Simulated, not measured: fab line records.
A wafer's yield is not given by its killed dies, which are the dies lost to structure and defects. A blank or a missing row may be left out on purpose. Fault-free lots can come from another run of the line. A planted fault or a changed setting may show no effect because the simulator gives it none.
A single fault, viewed from 2 desks -- flow berkeleyCmos170 -- numbers are kept per desk, each desk with only its own; the story behind them comes last

## METROLOGY DESK
Means of the sampled wafers that have a number, per lot and without regard to the tool the lot ran on: this is what the gauges read. If a lot's mean is further than 4 standard deviations from the usual mean, the lot is out of limits and carries the mark OUT (the distance appears in the brackets).
Columns: A = PWELL_NITRIDE_THK at UCB170_PWELL_THK_MEAS_06, usual 221.1 nm
lot,first seen here,A
L442,day 3 02:26,220.9
L443,day 3 09:52,220.4
L444,day 3 16:03,219.9
L446,day 3 23:41,206.3 (-8.7) OUT
L445,day 3 23:43,208.0 (-7.7) OUT
L447,day 4 05:44,207.9 (-7.7) OUT
L450,day 5 01:23,221.3
L452,day 5 10:20,220.9
L458,day 6 14:25,223.4
L455,day 6 14:28,219.6
L457,day 6 14:28,220.1
L461,day 7 07:34,220.8
L463,day 7 17:59,221.7
L464,day 7 17:59,222.7
L465,day 8 07:44,218.0
This desk reports L445, L446, L447 out of limits; the earliest was L446 at day 3 23:41 (PWELL_NITRIDE_THK at UCB170_PWELL_THK_MEAS_06). In limits: L442, L443, L444, L450, L452, L458, L455, L457, L461, L463, L464, L465.

## TOOL OWNER'S DESK, lpcvd-01
The tool's own readings at UCB170_PWELL_CVD_05 (deposits Si3N4 from SiH2Cl2/NH3, target thk 220 nm, time 3300 s): means of the sampled wafers that have a number, for each lot that ran on this tool. If a lot's mean is further than 4 standard deviations from the usual mean, the lot is out of limits and carries the mark OUT (the distance appears in the brackets).
Columns: A = pressureMtorr at UCB170_PWELL_CVD_05, usual 200.0 mTorr; B = zonePowerSourcePct at UCB170_PWELL_CVD_05, usual 20.8 %
lot,first seen here,A,B
L443,day 3 07:55,200.2,17.6
L444,day 3 14:08,199.5,17.4
L445,day 3 20:49,160.1 (-99 or more) OUT,17.5
L446,day 3 20:49,159.4 (-99 or more) OUT,20.9
L447,day 4 03:49,160.4 (-99 or more) OUT,17.4
This desk finds L445, L446, L447 out of limits, L445 being first, at day 3 20:49 (pressureMtorr at UCB170_PWELL_CVD_05). In limits: L443, L444.

## TAKEN TOGETHER
The tool owner's desk could have raised an alarm at day 3 20:49, on L445, L446, L447.
The metrology desk could have raised an alarm at day 3 23:41, on L445, L446, L447.
On lpcvd-01, each named lot ran UCB170_PWELL_CVD_05.

## WHAT THE SIMULATOR HAD INSERTED
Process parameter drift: lpcvd-01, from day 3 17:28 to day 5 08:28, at UCB170_PWELL_CVD_05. The setting pressureMtorr was moved by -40, starting from 200. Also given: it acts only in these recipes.
Lots struck among those shown: L445, L446, L447.
Delay (hours) between the fault's onset and each desk's first out-of-limits reading: 3 at the tool owner's desk, 6 at the metrology desk.
